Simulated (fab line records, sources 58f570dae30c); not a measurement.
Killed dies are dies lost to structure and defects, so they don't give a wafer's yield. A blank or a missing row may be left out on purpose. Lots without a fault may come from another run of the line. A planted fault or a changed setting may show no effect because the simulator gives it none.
Which tool did it? | flow berkeley_cmos170 | 13 lots, 39 wafers sampled, at 3 steps of a route of 331

WHAT THE GAUGES READ, wafer by wafer
UCB170_ACTIVE_CD_MEAS_90: target cd 1200 nm.
lot  | measured    | on        | cd_nm (nm)
L805 | day 4 16:43 | cd_sem-01 | 1199.8 1199.6 1200.2
L806 | day 4 16:57 | cd_sem-02 | 1200.1 1201.6 1201.3
L807 | day 5 00:00 | cd_sem-01 | 1201.1 1200.5 1200.7
L809 | day 5 00:13 | cd_sem-01 | 1202.0 1201.2 1201.8
L808 | day 5 00:20 | cd_sem-02 | 1199.5 1199.5 1200.4
L810 | day 5 07:41 | cd_sem-01 | 1200.7 1201.1 1199.4
L816 | day 6 20:32 | cd_sem-01 | 1202.1 1201.6 1201.9
L818 | day 6 20:36 | cd_sem-02 | 1200.4 1199.9 1199.5
L822 | day 7 16:38 | cd_sem-01 | 1199.8 1198.9 1198.4
L823 | day 7 21:53 | cd_sem-01 | 1202.8 1201.6 1201.6
L824 | day 8 04:11 | cd_sem-02 | 1199.1 1199.7 1199.0
L827 | day 9 02:36 | cd_sem-01 | 1202.1 1201.3 1202.0
L828 | day 9 02:42 | cd_sem-01 | 1199.0 1199.1 1198.4

UCB170_CONTACT_THK_MEAS_02.
lot  | measured     | on            | CONTACT_PSG_THK (nm)
L805 | day 7 10:50  | film_metro-04 | 704 705 702
L806 | day 7 09:04  | film_metro-03 | 709 713 700
L807 | day 7 16:14  | film_metro-04 | 710 709 714
L809 | day 7 16:13  | film_metro-02 | 706 712 711
L808 | day 7 16:13  | film_metro-03 | 700 694 693
L810 | day 7 18:14  | film_metro-04 | 696 698 696
L816 | day 9 22:56  | film_metro-04 | 709 703 709
L818 | day 9 21:08  | film_metro-04 | 705 703 703
L822 | day 10 11:40 | film_metro-03 | 709 708 706
L823 | day 10 16:55 | film_metro-02 | 704 698 699
L824 | day 11 04:45 | film_metro-04 | 716 718 720
L827 | day 11 18:20 | film_metro-02 | 703 705 696
L828 | day 11 17:39 | film_metro-03 | 710 710 713

UCB170_M2_RS_MEAS_02: measures by four-point-probe.
lot  | measured     | on            | M2_AL_RS (ohm/sq)
L805 | day 7 22:43  | film_metro-02 | 0.0327 0.0329 0.0323
L806 | day 7 19:46  | film_metro-01 | 0.0326 0.0324 0.0322
L807 | day 8 04:19  | film_metro-02 | 0.0317 0.0317 0.0321
L809 | day 8 04:36  | film_metro-01 | 0.0324 0.0321 0.0320
L808 | day 8 05:02  | film_metro-01 | 0.0318 0.0322 0.0319
L810 | day 8 04:46  | film_metro-04 | 0.0323 0.0325 0.0323
L816 | day 10 15:10 | film_metro-02 | 0.0324 0.0327 0.0326
L818 | day 10 11:54 | film_metro-04 | 0.0319 0.0317 0.0321
L822 | day 11 02:25 | film_metro-04 | 0.0317 0.0320 0.0325
L823 | day 11 08:56 | film_metro-04 | 0.0320 0.0322 0.0319
L824 | day 11 16:56 | film_metro-02 | 0.0318 0.0317 0.0317
L827 | day 12 09:01 | film_metro-02 | 0.0322 0.0320 0.0318
L828 | day 12 05:19 | film_metro-02 | 0.0321 0.0321 0.0319

WHICH TOOL RAN EACH LOT (tool, then ch and the chambers of the sampled wafers, then the start)
The record holds no process step before these readings.

WHAT THE TOOLS THEMSELVES READ (means of the sampled wafers that have a number; where no wafer has one, the mark that the record gives instead)
The record holds no such reading with a usual standard deviation.

THE ANSWER, worked out from the rows above alone
Rule: what is usual is taken from the lots themselves. Put in order of their means at a reading, lots are off if they are a third of the lots or fewer, leave a main group of 4 or more, and stand apart from it by a gap of 3 or more times the standard deviation of the main group's means; of several such gaps the widest counts. A main group whose means are all the same, to the digits that the tables above print for the reading, isn't used. A lot without any number at a reading at which 4 lots or more have one is off too. The other lots that the step has rows for count as sound. The gauges are gone through in route order, then the tools' own readings, and for those a lot's mean is taken as printed above. The first step at which some lot is off is used, and at that step the reading that is off furthest; a lot without a number counts as furthest.
No lot is off at any reading shown: from this, nothing can be told.

WHAT THE SIMULATOR HAD PUT IN
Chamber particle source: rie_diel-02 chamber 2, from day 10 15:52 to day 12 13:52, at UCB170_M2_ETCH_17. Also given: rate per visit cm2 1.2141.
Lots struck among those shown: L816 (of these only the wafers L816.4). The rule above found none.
